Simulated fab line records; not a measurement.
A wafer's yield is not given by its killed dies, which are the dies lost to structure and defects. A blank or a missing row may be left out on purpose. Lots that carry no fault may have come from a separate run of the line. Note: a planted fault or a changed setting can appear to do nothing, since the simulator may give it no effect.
fab line records :: flow berkeleyCmos170 :: part 2 of 2: steps 29 to 38 of 38
[record]
  lots = 5
  wafers = 15
  lastDay = 11
route steps=331 shown CONTACT@221 M1@238 V1@254
lots that met no fault: taken from a fault-free run of the same line
startH: the number of hours between the record's first day and the start of the first shown wafer of the lot :: waitH: hours from the lot's prior step to this one :: " unchanged from the row above :: L1.1+2: a single row standing in for several wafers :: - value missing, or start not given :: * or withheld: withheld :: < > ~ a bound
route shown NAME@n: NAME is a module with steps in the file, n the number in the route of the first one :: usual: average and standard deviation across the fault-free wafers :: same: alike in all rows :: chamber/n: place in a boat :: sites: each site's reading :: _std_site: how widely they spread, as a standard deviation :: _edge_site: the outer-site mean with the inner-site mean subtracted :: radiusMm: how far each site lies from the wafer's centre :: mask NAME#n: copy n :: behind: the most recent tool/chamber to have shaped the wafer :: hold: why the lot went on hold/how many hours it stayed there/how the hold came to an end :: device: which transistor (n, p or np) failed to switch :: end of line: the same wafers' tests at the end of the route :: a step without rows: its recipe alone :: killed: at the first sort, the dies lost to defects and structure; wafer yield is something else :: map: a wafer's dies, x killed, . not, _ none there
set.NAME: the run value of the setting; set.NAME@STEP: its run value at that earlier step :: model.NAME: the simulator's own value behind a step, which no gauge read
lots at some steps of the route; a table a step, a row a wafer
services: from which hour (startH, from the record's first day; less than 0 if before it) a tool's chamber was out of use, for how many hours, and why
[[steps]]
[step UCB170_M1_ETCH_11]
[recipe]
  chemistry = N2/H2
  targetDepthA = withheld
  overetchA = withheld
  target = BARC
  timeS = withheld
  sourceW = 500
  biasW = 100
  pressureMtorr = 30
  n2FlowSccm = 100
  h2FlowSccm = 200
[usual]
  drypumpMotorCurrentA = 5.5/0.5
  oesProductAu = 1.000/0.015
  throttleValvePct = 13.31/0.19
lot.wafer: L078.1
tool: rieDiel-01
chamber: 0
startH: 194.50
waitH: 0.0
drypumpMotorCurrentA: 5.2
oesProductAu: 1.007
throttleValvePct: 13.28

lot.wafer: L078.2
tool: rieDiel-01
chamber: 1
startH: 194.50
waitH: 0.0
drypumpMotorCurrentA: 6.5
oesProductAu: 0.980
throttleValvePct: 13.54

lot.wafer: L078.5
tool: rieDiel-01
chamber: 2
startH: 194.50
waitH: 0.0
drypumpMotorCurrentA: 6.1
oesProductAu: 1.000
throttleValvePct: 13.24

lot.wafer: L084.4
tool: rieDiel-02
chamber: 1
startH: 218.10
waitH: 0.0
drypumpMotorCurrentA: 5.4
oesProductAu: 1.007
throttleValvePct: 12.99

lot.wafer: L084.5
tool: rieDiel-02
chamber: 1
startH: 218.10
waitH: 0.0
drypumpMotorCurrentA: 5.3
oesProductAu: 1.005
throttleValvePct: 12.99

lot.wafer: L084.6
tool: rieDiel-02
chamber: 2
startH: 218.10
waitH: 0.0
drypumpMotorCurrentA: 5.9
oesProductAu: 1.017
throttleValvePct: 13.21

lot.wafer: L086.1
tool: rieDiel-02
chamber: 2
startH: 224.18
waitH: 0.0
drypumpMotorCurrentA: 5.9
oesProductAu: 1.014
throttleValvePct: 13.20

lot.wafer: L086.3
tool: rieDiel-02
chamber: 1
startH: 224.18
waitH: 0.0
drypumpMotorCurrentA: 5.3
oesProductAu: 1.005
throttleValvePct: 12.98

lot.wafer: L086.6
tool: rieDiel-02
chamber: 1
startH: 224.18
waitH: 0.0
drypumpMotorCurrentA: 5.3
oesProductAu: 1.003
throttleValvePct: 12.99

lot.wafer: L087.1
tool: rieDiel-02
chamber: 0
startH: 242.79
waitH: 0.0
drypumpMotorCurrentA: 5.4
oesProductAu: 0.982
throttleValvePct: 13.47

lot.wafer: L087.2
tool: rieDiel-02
chamber: 1
startH: 242.79
waitH: 0.0
drypumpMotorCurrentA: 5.3
oesProductAu: 1.000
throttleValvePct: 12.98

lot.wafer: L087.5
tool: rieDiel-02
chamber: 0
startH: 242.79
waitH: 0.0
drypumpMotorCurrentA: 5.4
oesProductAu: 0.990
throttleValvePct: 13.49

lot.wafer: L089.1
tool: rieDiel-01
chamber: 0
startH: 244.73
waitH: 0.0
drypumpMotorCurrentA: 5.1
oesProductAu: 1.009
throttleValvePct: 13.28

lot.wafer: L089.2
tool: rieDiel-01
chamber: 3
startH: 244.73
waitH: 0.0
drypumpMotorCurrentA: 5.8
oesProductAu: 1.019
throttleValvePct: 13.66

lot.wafer: L089.6
tool: rieDiel-01
chamber: 1
startH: 244.73
waitH: 0.0
drypumpMotorCurrentA: 6.5
oesProductAu: 0.994
throttleValvePct: 13.52
[step UCB170_M1_METAL_ETCH_12]
[recipe]
  chemistry = Cl2/BCl3
  target = Al
  stopOn = PSG
  pressureMtorr = 12
  targetDepthA = 7800
  overEtchFrac = 0.3
  timeS = 132.9
  icpW = 600
  biasW = 120
  Cl2_flow_sccm = 90
  bcl3FlowSccm = 45
[usual]
  drypumpMotorCurrentA = 5.8/0.53
  oesProductAu = 0.845/0.011
  throttleValvePct = 24.43/0.13
lot.wafer: L078.1
tool: rieMetal-01
chamber: 1
startH: 194.54
waitH: -
drypumpMotorCurrentA: 6.1
oesProductAu: 0.847
rfHoursCounterH: 10
throttleValvePct: 24.32

lot.wafer: L078.2
tool: rieMetal-01
chamber: 0
startH: 194.54
waitH: -
drypumpMotorCurrentA: 6.4
oesProductAu: 0.851
rfHoursCounterH: 10
throttleValvePct: 24.51

lot.wafer: L078.5
tool: rieMetal-01
chamber: 1
startH: 194.54
waitH: -
drypumpMotorCurrentA: 6.0
oesProductAu: 0.854
rfHoursCounterH: -
throttleValvePct: 24.32

lot.wafer: L084.4
tool: rieMetal-01
chamber: 0
startH: 218.18
waitH: -
drypumpMotorCurrentA: 6.4
oesProductAu: 0.843
rfHoursCounterH: -
throttleValvePct: 24.50

lot.wafer: L084.5
tool: rieMetal-01
chamber: 0
startH: 218.18
waitH: -
drypumpMotorCurrentA: 6.4
oesProductAu: 0.850
rfHoursCounterH: -
throttleValvePct: 24.52

lot.wafer: L084.6
tool: rieMetal-01
chamber: 1
startH: 218.18
waitH: -
drypumpMotorCurrentA: 6.1
oesProductAu: 0.845
rfHoursCounterH: -
throttleValvePct: 24.34

lot.wafer: L086.1
tool: rieMetal-04
chamber: 1
startH: 224.23
waitH: -
drypumpMotorCurrentA: 6.1
oesProductAu: 0.870
rfHoursCounterH: 7
throttleValvePct: 24.08

lot.wafer: L086.3
tool: rieMetal-04
chamber: 1
startH: 224.23
waitH: -
drypumpMotorCurrentA: 6.1
oesProductAu: 0.875
rfHoursCounterH: -
throttleValvePct: 24.11

lot.wafer: L086.6
tool: rieMetal-04
chamber: 0
startH: 224.23
waitH: -
drypumpMotorCurrentA: 6.2
oesProductAu: 0.846
rfHoursCounterH: -
throttleValvePct: 24.61

lot.wafer: L087.1
tool: rieMetal-01
chamber: 1
startH: 242.84
waitH: -
drypumpMotorCurrentA: 6.1
oesProductAu: 0.838
rfHoursCounterH: 11
throttleValvePct: 24.34

lot.wafer: L087.2
tool: rieMetal-01
chamber: 0
startH: 242.84
waitH: -
drypumpMotorCurrentA: 6.4
oesProductAu: 0.840
rfHoursCounterH: 11
throttleValvePct: 24.51

lot.wafer: L087.5
tool: rieMetal-01
chamber: 0
startH: 242.84
waitH: -
drypumpMotorCurrentA: 6.4
oesProductAu: 0.827
rfHoursCounterH: -
throttleValvePct: 24.50

lot.wafer: L089.1
tool: rieMetal-02
chamber: 1
startH: 244.77
waitH: -
drypumpMotorCurrentA: 5.3
oesProductAu: 0.839
rfHoursCounterH: 5
throttleValvePct: 24.53

lot.wafer: L089.2
tool: rieMetal-02
chamber: 0
startH: 244.77
waitH: -
drypumpMotorCurrentA: 5.0
oesProductAu: 0.853
rfHoursCounterH: 10
throttleValvePct: 24.48

lot.wafer: L089.6
tool: rieMetal-02
chamber: 1
startH: 244.77
waitH: -
drypumpMotorCurrentA: 5.3
oesProductAu: 0.832
rfHoursCounterH: -
throttleValvePct: 24.53
[step UCB170_M1_STRIP_13]
[recipe]
  chemistry = O2
  powerW = 400
  pressureMtorr = 3500
  platenTempC = withheld
  o2FlowSccm = 400
  overashFraction = 0.5
[usual]
  drypumpMotorCurrentA = 5.9/0.72
  oesProductAu = 0.720/0.0043
[same]
  overashFraction = 0.5
lot.wafer: L078.1
tool: plasmaAsher-04
chamber: 1
startH: 194.67
waitH: 0.1
drypumpMotorCurrentA: 6.5
oesProductAu: 0.718
rfHoursCounterH: 49

lot.wafer: L078.2
tool: plasmaAsher-04
chamber: 0
startH: 194.67
waitH: 0.1
drypumpMotorCurrentA: 6.3
oesProductAu: 0.718
rfHoursCounterH: 49

lot.wafer: L078.5
tool: plasmaAsher-04
chamber: 0
startH: 194.67
waitH: 0.1
drypumpMotorCurrentA: 6.4
oesProductAu: 0.722
rfHoursCounterH: -

lot.wafer: L084.4
tool: plasmaAsher-04
chamber: 1
startH: 218.31
waitH: 0.1
drypumpMotorCurrentA: 6.5
oesProductAu: 0.718
rfHoursCounterH: -

lot.wafer: L084.5
tool: plasmaAsher-04
chamber: 0
startH: 218.31
waitH: 0.1
drypumpMotorCurrentA: 6.3
oesProductAu: 0.718
rfHoursCounterH: -

lot.wafer: L084.6
tool: plasmaAsher-04
chamber: 1
startH: 218.31
waitH: 0.1
drypumpMotorCurrentA: 6.5
oesProductAu: 0.715
rfHoursCounterH: -

lot.wafer: L086.1
tool: plasmaAsher-04
chamber: 1
startH: 224.36
waitH: 0.1
drypumpMotorCurrentA: 6.5
oesProductAu: 0.721
rfHoursCounterH: 53

lot.wafer: L086.3
tool: plasmaAsher-04
chamber: 1
startH: 224.36
waitH: 0.1
drypumpMotorCurrentA: 6.5
oesProductAu: 0.723
rfHoursCounterH: -

lot.wafer: L086.6
tool: plasmaAsher-04
chamber: 0
startH: 224.36
waitH: 0.1
drypumpMotorCurrentA: 6.3
oesProductAu: 0.719
rfHoursCounterH: -

lot.wafer: L087.1
tool: plasmaAsher-04
chamber: 1
startH: 242.97
waitH: 0.1
drypumpMotorCurrentA: 6.5
oesProductAu: 0.718
rfHoursCounterH: 55

lot.wafer: L087.2
tool: plasmaAsher-04
chamber: 0
startH: 242.97
waitH: 0.1
drypumpMotorCurrentA: 6.4
oesProductAu: 0.716
rfHoursCounterH: 55

lot.wafer: L087.5
tool: plasmaAsher-04
chamber: 0
startH: 242.97
waitH: 0.1
drypumpMotorCurrentA: 6.3
oesProductAu: 0.725
rfHoursCounterH: -

lot.wafer: L089.1
tool: plasmaAsher-01
chamber: 1
startH: 244.90
waitH: 0.1
drypumpMotorCurrentA: 5.3
oesProductAu: 0.716
rfHoursCounterH: 47

lot.wafer: L089.2
tool: plasmaAsher-01
chamber: 0
startH: 244.90
waitH: 0.1
drypumpMotorCurrentA: 6.6
oesProductAu: 0.720
rfHoursCounterH: 47

lot.wafer: L089.6
tool: plasmaAsher-01
chamber: 0
startH: 244.90
waitH: 0.1
drypumpMotorCurrentA: 6.6
oesProductAu: 0.714
rfHoursCounterH: -
[step UCB170_M1_CD_MEAS_90]
[recipe]
  targetCdNm = 700
[usual]
  cdNm = 699.4/2.5
lot.wafer: L078.1
tool: cdSem-02
chamber: -
startH: 194.77
waitH: 0.1
cdNm: 700.0

lot.wafer: L078.2
tool: cdSem-02
chamber: -
startH: 194.77
waitH: 0.1
cdNm: 702.6

lot.wafer: L078.5
tool: cdSem-02
chamber: -
startH: 194.77
waitH: 0.1
cdNm: 700.3

lot.wafer: L084.4
tool: cdSem-02
chamber: -
startH: 218.49
waitH: 0.2
cdNm: 701.2

lot.wafer: L084.5
tool: cdSem-02
chamber: -
startH: 218.49
waitH: 0.2
cdNm: 700.4

lot.wafer: L084.6
tool: cdSem-02
chamber: -
startH: 218.49
waitH: 0.2
cdNm: 699.2

lot.wafer: L086.1
tool: cdSem-02
chamber: -
startH: 224.46
waitH: 0.1
cdNm: 696.5

lot.wafer: L086.3
tool: cdSem-02
chamber: -
startH: 224.46
waitH: 0.1
cdNm: 698.3

lot.wafer: L086.6
tool: cdSem-02
chamber: -
startH: 224.46
waitH: 0.1
cdNm: 696.5

lot.wafer: L087.1
tool: cdSem-01
chamber: -
startH: 243.07
waitH: 0.1
cdNm: 696.7

lot.wafer: L087.2
tool: cdSem-01
chamber: -
startH: 243.07
waitH: 0.1
cdNm: 697.3

lot.wafer: L087.5
tool: cdSem-01
chamber: -
startH: 243.07
waitH: 0.1
cdNm: 699.1

lot.wafer: L089.1
tool: cdSem-02
chamber: -
startH: 245.00
waitH: 0.1
cdNm: 702.3

lot.wafer: L089.2
tool: cdSem-02
chamber: -
startH: 245.00
waitH: 0.1
cdNm: 703.6

lot.wafer: L089.6
tool: cdSem-02
chamber: -
startH: 245.00
waitH: 0.1
cdNm: 699.7
[step UCB170_M1_ANNEAL_14]
[recipe]
  tempC = 400
  timeS = 1200
  ambient = formingGas
lot.wafer: L078.1+2+5
tool: furnace-03
chamber: 0
startH: 195.50
waitH: 0.7

lot.wafer: L084.4+5+6
tool: furnace-03
chamber: 0
startH: 218.55
waitH: 0.0

lot.wafer: L086.1+3+6
tool: furnace-03
chamber: 0
startH: 224.58
waitH: 0.1

lot.wafer: L087.1+2+5
tool: furnace-03
chamber: 0
startH: 243.19
waitH: 0.1

lot.wafer: L089.1+2+6
tool: furnace-03
chamber: 0
startH: 245.86
waitH: 0.8
[step UCB170_V1_CVD_00]
[recipe]
  material = SiO2
  targetThkNm = 2000
  tempC = 390
  precursor = TEOS/O2
  timeS = 250
  rfW = 550
  pressureMtorr = 9000
[usual]
  heaterPowerW = 270/69
lot.wafer: L078.1
tool: pecvd-02
chamber: 1
startH: 196.83
waitH: 0.0
heaterPowerW: 417
sinceWetCleanH: 47

lot.wafer: L078.2
tool: pecvd-02
chamber: 0
startH: 196.83
waitH: 0.0
heaterPowerW: 334
sinceWetCleanH: 47

lot.wafer: L078.5
tool: pecvd-02
chamber: 0
startH: 196.83
waitH: 0.0
heaterPowerW: 237
sinceWetCleanH: -

lot.wafer: L084.4
tool: pecvd-03
chamber: 1
startH: 219.96
waitH: 0.1
heaterPowerW: 208
sinceWetCleanH: -

lot.wafer: L084.5
tool: pecvd-03
chamber: 2
startH: 219.96
waitH: 0.1
heaterPowerW: 286
sinceWetCleanH: -

lot.wafer: L084.6
tool: pecvd-03
chamber: 0
startH: 219.96
waitH: 0.1
heaterPowerW: 282
sinceWetCleanH: -

lot.wafer: L086.1
tool: pecvd-03
chamber: 0
startH: 225.91
waitH: 0.0
heaterPowerW: 211
sinceWetCleanH: 197

lot.wafer: L086.3
tool: pecvd-03
chamber: 2
startH: 225.91
waitH: 0.0
heaterPowerW: 374
sinceWetCleanH: 197

lot.wafer: L086.6
tool: pecvd-03
chamber: 1
startH: 225.91
waitH: 0.0
heaterPowerW: 198
sinceWetCleanH: -

lot.wafer: L087.1
tool: pecvd-02
chamber: 0
startH: 244.52
waitH: 0.0
heaterPowerW: 318
sinceWetCleanH: 95

lot.wafer: L087.2
tool: pecvd-02
chamber: 1
startH: 244.52
waitH: 0.0
heaterPowerW: 392
sinceWetCleanH: 95

lot.wafer: L087.5
tool: pecvd-02
chamber: 2
startH: 244.52
waitH: 0.0
heaterPowerW: 175
sinceWetCleanH: -

lot.wafer: L089.1
tool: pecvd-03
chamber: 0
startH: 247.19
waitH: 0.0
heaterPowerW: 302
sinceWetCleanH: 219

lot.wafer: L089.2
tool: pecvd-03
chamber: 1
startH: 247.19
waitH: 0.0
heaterPowerW: 296
sinceWetCleanH: 219

lot.wafer: L089.6
tool: pecvd-03
chamber: 1
startH: 247.19
waitH: 0.0
heaterPowerW: 203
sinceWetCleanH: -
[step UCB170_V1_THK_MEAS_01]
[recipe]
  reads = SiO2_of_V1_CVD_00
[usual]
  V1_TEOS_THK = 2006/25
lot.wafer: L078.1
tool: filmMetro-03
chamber: -
startH: 196.99
waitH: 0.1
V1_TEOS_THK[nm]: 1988

lot.wafer: L078.2
tool: filmMetro-03
chamber: -
startH: 196.99
waitH: 0.1
V1_TEOS_THK[nm]: 2000

lot.wafer: L078.5
tool: filmMetro-03
chamber: -
startH: 196.99
waitH: 0.1
V1_TEOS_THK[nm]: 2028

lot.wafer: L084.4
tool: filmMetro-04
chamber: -
startH: 220.07
waitH: 0.0
V1_TEOS_THK[nm]: 2045

lot.wafer: L084.5
tool: filmMetro-04
chamber: -
startH: 220.07
waitH: 0.0
V1_TEOS_THK[nm]: 2038

lot.wafer: L084.6
tool: filmMetro-04
chamber: -
startH: 220.07
waitH: 0.0
V1_TEOS_THK[nm]: 2041

lot.wafer: L086.1
tool: filmMetro-04
chamber: -
startH: 226.07
waitH: 0.1
V1_TEOS_THK[nm]: 2009

lot.wafer: L086.3
tool: filmMetro-04
chamber: -
startH: 226.07
waitH: 0.1
V1_TEOS_THK[nm]: 1988

lot.wafer: L086.6
tool: filmMetro-04
chamber: -
startH: 226.07
waitH: 0.1
V1_TEOS_THK[nm]: 2003

lot.wafer: L087.1
tool: filmMetro-04
chamber: -
startH: 244.68
waitH: 0.1
V1_TEOS_THK[nm]: 1972

lot.wafer: L087.2
tool: filmMetro-04
chamber: -
startH: 244.68
waitH: 0.1
V1_TEOS_THK[nm]: 1958

lot.wafer: L087.5
tool: filmMetro-04
chamber: -
startH: 244.68
waitH: 0.1
V1_TEOS_THK[nm]: 2012

lot.wafer: L089.1
tool: filmMetro-03
chamber: -
startH: 247.35
waitH: 0.1
V1_TEOS_THK[nm]: 2032

lot.wafer: L089.2
tool: filmMetro-03
chamber: -
startH: 247.35
waitH: 0.1
V1_TEOS_THK[nm]: 2019

lot.wafer: L089.6
tool: filmMetro-03
chamber: -
startH: 247.35
waitH: 0.1
V1_TEOS_THK[nm]: 2031
[step UCB170_V1_CMP_02]
[recipe]
  material = SiO2
  downForcePsi = 6
  platenRpm = 60
  padVelocityMS = 0.75398
[usual]
  motorCurrentA = 15.3/1
lot.wafer: L078.2
tool: cmp-01
chamber: 0
startH: 197.05
waitH: 0.0
motorCurrentA: 17.1

lot.wafer: L078.1
tool: cmp-01
chamber: 3
startH: 197.05
waitH: 0.0
motorCurrentA: 15.5

lot.wafer: L078.5
tool: cmp-01
chamber: 0
startH: 197.05
waitH: 0.0
motorCurrentA: 15.9

lot.wafer: L084.4
tool: cmp-01
chamber: 0
startH: 220.20
waitH: 0.1
motorCurrentA: 16.0

lot.wafer: L084.5
tool: cmp-01
chamber: 2
startH: 220.20
waitH: 0.1
motorCurrentA: 13.7

lot.wafer: L084.6
tool: cmp-01
chamber: 3
startH: 220.20
waitH: 0.1
motorCurrentA: 16.5

lot.wafer: L086.3
tool: cmp-01
chamber: 2
startH: 226.13
waitH: 0.0
motorCurrentA: 14.3

lot.wafer: L086.1
tool: cmp-01
chamber: 0
startH: 226.13
waitH: 0.0
motorCurrentA: 15.5

lot.wafer: L086.6
tool: cmp-01
chamber: 2
startH: 226.13
waitH: 0.0
motorCurrentA: 14.2

lot.wafer: L087.2
tool: cmp-01
chamber: 3
startH: 244.74
waitH: 0.0
motorCurrentA: 15.8

lot.wafer: L087.1
tool: cmp-01
chamber: 0
startH: 244.74
waitH: 0.0
motorCurrentA: 15.8

lot.wafer: L087.5
tool: cmp-01
chamber: 0
startH: 244.74
waitH: 0.0
motorCurrentA: 15.5

lot.wafer: L089.1
tool: cmp-01
chamber: 1
startH: 247.41
waitH: 0.1
motorCurrentA: 14.5

lot.wafer: L089.2
tool: cmp-01
chamber: 2
startH: 247.41
waitH: 0.1
motorCurrentA: 14.6

lot.wafer: L089.6
tool: cmp-01
chamber: 1
startH: 247.41
waitH: 0.1
motorCurrentA: 14.7
[step UCB170_V1_BOW_MEAS_03]
[recipe]
  mode = bow
[usual]
  V1_BOW = 19/6.9
lot.wafer: L078.1
tool: filmMetro-03
chamber: -
startH: 197.35
waitH: 0.1
V1_BOW[um]: 18

lot.wafer: L078.2
tool: filmMetro-03
chamber: -
startH: 197.35
waitH: 0.1
V1_BOW[um]: 14

lot.wafer: L078.5
tool: filmMetro-03
chamber: -
startH: 197.35
waitH: 0.1
V1_BOW[um]: 13

lot.wafer: L084.4
tool: filmMetro-04
chamber: -
startH: 220.46
waitH: 0.2
V1_BOW[um]: 20

lot.wafer: L084.5
tool: filmMetro-04
chamber: -
startH: 220.46
waitH: 0.2
V1_BOW[um]: 21

lot.wafer: L084.6
tool: filmMetro-04
chamber: -
startH: 220.46
waitH: 0.2
V1_BOW[um]: 19

lot.wafer: L086.1
tool: filmMetro-01
chamber: -
startH: 226.43
waitH: 0.1
V1_BOW[um]: 19

lot.wafer: L086.3
tool: filmMetro-01
chamber: -
startH: 226.43
waitH: 0.1
V1_BOW[um]: 12

lot.wafer: L086.6
tool: filmMetro-01
chamber: -
startH: 226.43
waitH: 0.1
V1_BOW[um]: 11

lot.wafer: L087.1
tool: filmMetro-01
chamber: -
startH: 245.04
waitH: 0.2
V1_BOW[um]: 21

lot.wafer: L087.2
tool: filmMetro-01
chamber: -
startH: 245.04
waitH: 0.2
V1_BOW[um]: 18

lot.wafer: L087.5
tool: filmMetro-01
chamber: -
startH: 245.04
waitH: 0.2
V1_BOW[um]: 14

lot.wafer: L089.1
tool: filmMetro-03
chamber: -
startH: 247.71
waitH: 0.2
V1_BOW[um]: 29

lot.wafer: L089.2
tool: filmMetro-03
chamber: -
startH: 247.71
waitH: 0.2
V1_BOW[um]: 20

lot.wafer: L089.6
tool: filmMetro-03
chamber: -
startH: 247.71
waitH: 0.2
V1_BOW[um]: 20
[step UCB170_V1_THK_MEAS_04]
[recipe]
  reads = SiO2_of_V1_CVD_00
[usual]
  V1_POLISHED_THK = 999.9/0.99
lot.wafer: L078.1
tool: filmMetro-03
chamber: -
startH: 197.47
waitH: 0.1
V1_POLISHED_THK[nm]: 999.4

lot.wafer: L078.2
tool: filmMetro-03
chamber: -
startH: 197.47
waitH: 0.1
V1_POLISHED_THK[nm]: 999.4

lot.wafer: L078.5
tool: filmMetro-03
chamber: -
startH: 197.47
waitH: 0.1
V1_POLISHED_THK[nm]: 1000.6

lot.wafer: L084.4
tool: filmMetro-04
chamber: -
startH: 220.55
waitH: 0.1
V1_POLISHED_THK[nm]: 1000.1

lot.wafer: L084.5
tool: filmMetro-04
chamber: -
startH: 220.55
waitH: 0.1
V1_POLISHED_THK[nm]: 1001.4

lot.wafer: L084.6
tool: filmMetro-04
chamber: -
startH: 220.55
waitH: 0.1
V1_POLISHED_THK[nm]: 1001.0

lot.wafer: L086.1
tool: filmMetro-01
chamber: -
startH: 226.55
waitH: 0.1
V1_POLISHED_THK[nm]: 999.2

lot.wafer: L086.3
tool: filmMetro-01
chamber: -
startH: 226.55
waitH: 0.1
V1_POLISHED_THK[nm]: 998.6

lot.wafer: L086.6
tool: filmMetro-01
chamber: -
startH: 226.55
waitH: 0.1
V1_POLISHED_THK[nm]: 1000.9

lot.wafer: L087.1
tool: filmMetro-01
chamber: -
startH: 245.16
waitH: 0.1
V1_POLISHED_THK[nm]: 999.4

lot.wafer: L087.2
tool: filmMetro-01
chamber: -
startH: 245.16
waitH: 0.1
V1_POLISHED_THK[nm]: 999.8

lot.wafer: L087.5
tool: filmMetro-01
chamber: -
startH: 245.16
waitH: 0.1
V1_POLISHED_THK[nm]: 999.6

lot.wafer: L089.1
tool: filmMetro-03
chamber: -
startH: 247.83
waitH: 0.1
V1_POLISHED_THK[nm]: 999.5

lot.wafer: L089.2
tool: filmMetro-03
chamber: -
startH: 247.83
waitH: 0.1
V1_POLISHED_THK[nm]: 998.2

lot.wafer: L089.6
tool: filmMetro-03
chamber: -
startH: 247.83
waitH: 0.1
V1_POLISHED_THK[nm]: 1000.3
[[services]]
tool: rieDiel-04
chamber: 0
startH: 169.06
hours: 10.0
kind: repair

tool: pvdSputter-04
chamber: -
startH: 173.81
hours: 1.9
kind: repair

tool: pvdSputter-01
chamber: -
startH: 175.51
hours: 13.6
kind: repair

tool: rieMetal-01
chamber: 0
startH: 185.73
hours: 3.6
kind: repair

tool: rieMetal-02
chamber: -
startH: 186.07
hours: 0.2
kind: repair

tool: krfScanner-01
chamber: -
startH: 189.41
hours: 1.0
kind: pm

tool: rieDiel-04
chamber: 1
startH: 190.88
hours: 8.3
kind: repair

tool: wetBench-01
chamber: -
startH: 199.02
hours: 2.0
kind: repair

tool: krfScanner-01
chamber: -
startH: 199.18
hours: 1.3
kind: pm

tool: pecvd-02
chamber: 2
startH: 199.67
hours: 27.4
kind: repair

tool: rieMetal-04
chamber: 0
startH: 201.31
hours: -
kind: clean

tool: rieMetal-04
chamber: 0
startH: 201.31
hours: 22.8
kind: scheduledDown

tool: pvdSputter-03
chamber: -
startH: 203.23
hours: 5.4
kind: repair

tool: rieMetal-04
chamber: -
startH: 204.09
hours: 0.8
kind: repair

tool: cmp-01
chamber: -
startH: 205.24
hours: 10.4
kind: pm

tool: pecvd-03
chamber: 0
startH: 206.22
hours: 6.3
kind: repair

tool: cmp-01
chamber: -
startH: 232.00
hours: 4.0
kind: pm

tool: rieDiel-03
chamber: 1
startH: 232.09
hours: -
kind: clean

tool: rieDiel-03
chamber: 1
startH: 232.09
hours: 20.7
kind: scheduledDown

tool: rieDiel-03
chamber: 1
startH: 232.09
hours: 20.7
kind: ventCycle

tool: cmp-01
chamber: -
startH: 236.00
hours: -
kind: consumableReplace:conditioner

tool: cmp-01
chamber: -
startH: 236.00
hours: -
kind: consumableReplace:pad

tool: pvdSputter-04
chamber: -
startH: 241.95
hours: 3.2
kind: repair

tool: rieMetal-02
chamber: 0
startH: 246.27
hours: 5.1
kind: repair
